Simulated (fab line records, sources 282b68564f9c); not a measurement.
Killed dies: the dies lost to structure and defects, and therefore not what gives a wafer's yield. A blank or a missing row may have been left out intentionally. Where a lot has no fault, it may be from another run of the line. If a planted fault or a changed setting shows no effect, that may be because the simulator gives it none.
A struck lot beside a sound one :: flow rit cmos :: 19 steps out of a route of 202
Sound: the wafers L412.1, L412.3, L412.6. Wafers struck: L413.1, L413.2, L413.4. Last of all comes the cause.
At each step with rows: each side's tool, then ch and its chambers, then its first start. Under that, the readings that differ: sound wafers :: struck wafers :: difference of the means :: sigmas: that difference in standard deviations of wafers without a fault.
alike: same words and numbers on both sides, and readings whose means sit less than 2 such deviations apart. not compared: any withheld reading, any reading some wafer has no value for, any bound like >300 that may hide the same value, and any number with overlapping values for which the record gives no deviation.
A row with sigmas, a row that says differs or no value, or rows on one side alone: a step with any of these is where the two part. Non-overlapping numbers with no deviation appear without sigmas and do not part them. Lack of a reading on every wafer of one side parts them only where that side has two or more wafers.

first, 1 step without rows for these wafers: RIT_CONTACT_HARDBAKE_10 (time 60 s).
RIT_CONTACT_ETCH_11: etches SiO2 in CHF3/CF4/Ar, stops on TiSi2, target depth 480 nm, time 320 s.
  sound on rie diel-02 ch 0,1, day 6 12:26; struck on rie diel-01 ch 1,2,3, day 6 17:22
  alike: drypump motor current A, oes product au, throttle valve pct
  not compared: rf hours counter h
RIT_CONTACT_STRIP_12: strips in O2, time 180 s.
  sound on plasma asher-04 ch 1, day 6 12:38; struck on plasma asher-02 ch 0,1, day 6 17:34
  alike: drypump motor current A
  not compared: rf hours counter h
RIT_CONTACT_CD_MEAS_90: target cd 1000 nm.
  sound: cd sem-01 at day 6 12:49; struck: cd sem-01 at day 6 17:44
  alike: cd nm
then, 2 steps without rows for these wafers: RIT_CONTACT_CLEAN_13 (cleans in SC1, time 600 s); RIT_CONTACT_CLEAN_14 (cleans in SC2, time 600 s).
RIT_M1_SPUTTER_00: material Al, target thk 400 nm, time 500 s.
  sound: pvd sputter-03 at day 6 13:17; struck: pvd sputter-02 at day 6 18:13
  alike: substrate temp c, throttle valve pct
RIT_M1_RS_MEAS_01: measurement is done with a four-point probe.
  sound: film metro-01 at day 6 13:34; struck: film metro-01 at day 6 18:30
  alike: M1_AL_RS
RIT_M1_THK_MEAS_02: measures by xrf.
  sound: film metro-01 at day 6 13:41; struck: film metro-01 at day 6 18:37
  alike: M1_AL_THK
then, 3 steps without rows for these wafers: RIT_M1_HMDS_03 (prime time 60 s); RIT_M1_COAT_04 (resist thk 1312 nm); RIT_M1_SOFTBAKE_05 (time 60 s).
RIT_M1_EXPOSE_06: exposes mask M12, target cd 2600 nm.
  sound on iline stepper-02 ch 0, day 6 14:34; struck on iline stepper-01 ch 0, day 6 19:16
reading: model.M1.overlay x nm (nm)
sound: 0.9967 0.9967 0.9967
struck: 809.5 809.5 809.5
difference: +808.5
sigmas: 
  alike: mask
then, 2 steps without rows for these wafers: RIT_M1_PEB_07; RIT_M1_DEVELOP_08 (develop time 68 s).
RIT_M1_CD_MEAS_09: target cd 2600 nm.
  sound: cd sem-01 at day 6 15:00; struck: cd sem-01 at day 6 19:41
  alike: cd nm
RIT_M1_OVL_MEAS_10:
  sound: overlay-01 at day 6 15:07; struck: overlay-02 at day 6 19:49
reading: M1_OVL (nm)
sound: 0.1 -0.3 1.3
struck: 809.4 810.6 809.1
difference: +809.3
sigmas: +99 or more
then, 1 step without rows for these wafers: RIT_M1_HARDBAKE_11 (time 120 s).
RIT_M1_PROBE_99:
  sound: prober-01 at day 6 18:22; struck: prober-02 at day 6 23:14
reading: model.etest.tester.sort n pass
sound: 255 258 263
struck: 0 0 0
difference: -259
sigmas: 

reading: model.etest.tester.sort_bin_3_pct (%)
sound: 0 0.7576 0
struck: 98.11 96.59 97.35
difference: +97.10
sigmas: 

reading: model.etest.tester.sort yield pct (%)
sound: 96.59 97.73 99.62
struck: 0 0 0
difference: -98
sigmas: 

reading: model.etest.nmos_0p15.over limit
sound: 0 0 0
struck: 1 1 1
difference: +1
sigmas: 

reading: model.etest.select edge diode n.over limit
sound: 0 0 0
struck: 1 1 1
difference: +1
sigmas: 

reading: model.etest.diode pplus comb.short
sound: 0 0 0
struck: 1 1 1
difference: +1
sigmas: 

reading: model.etest.pmos turned.short
sound: 0 0 0
struck: 1 1 1
difference: +1
sigmas: 

reading: model.etest.ring.over limit
sound: 0 0 0
struck: 1 1 1
difference: +1
sigmas: 
  alike: defect limited yield, killed at contacts, killed at front end, killed dies, killed on rim, killed open, killed short

== WHERE THEY PART ==
Only at RIT_M1_OVL_MEAS_10, as far as this record shows. Later steps at which nothing parts them and some readings are alike: RIT_M1_PROBE_99.

WHY: what the simulator had put in
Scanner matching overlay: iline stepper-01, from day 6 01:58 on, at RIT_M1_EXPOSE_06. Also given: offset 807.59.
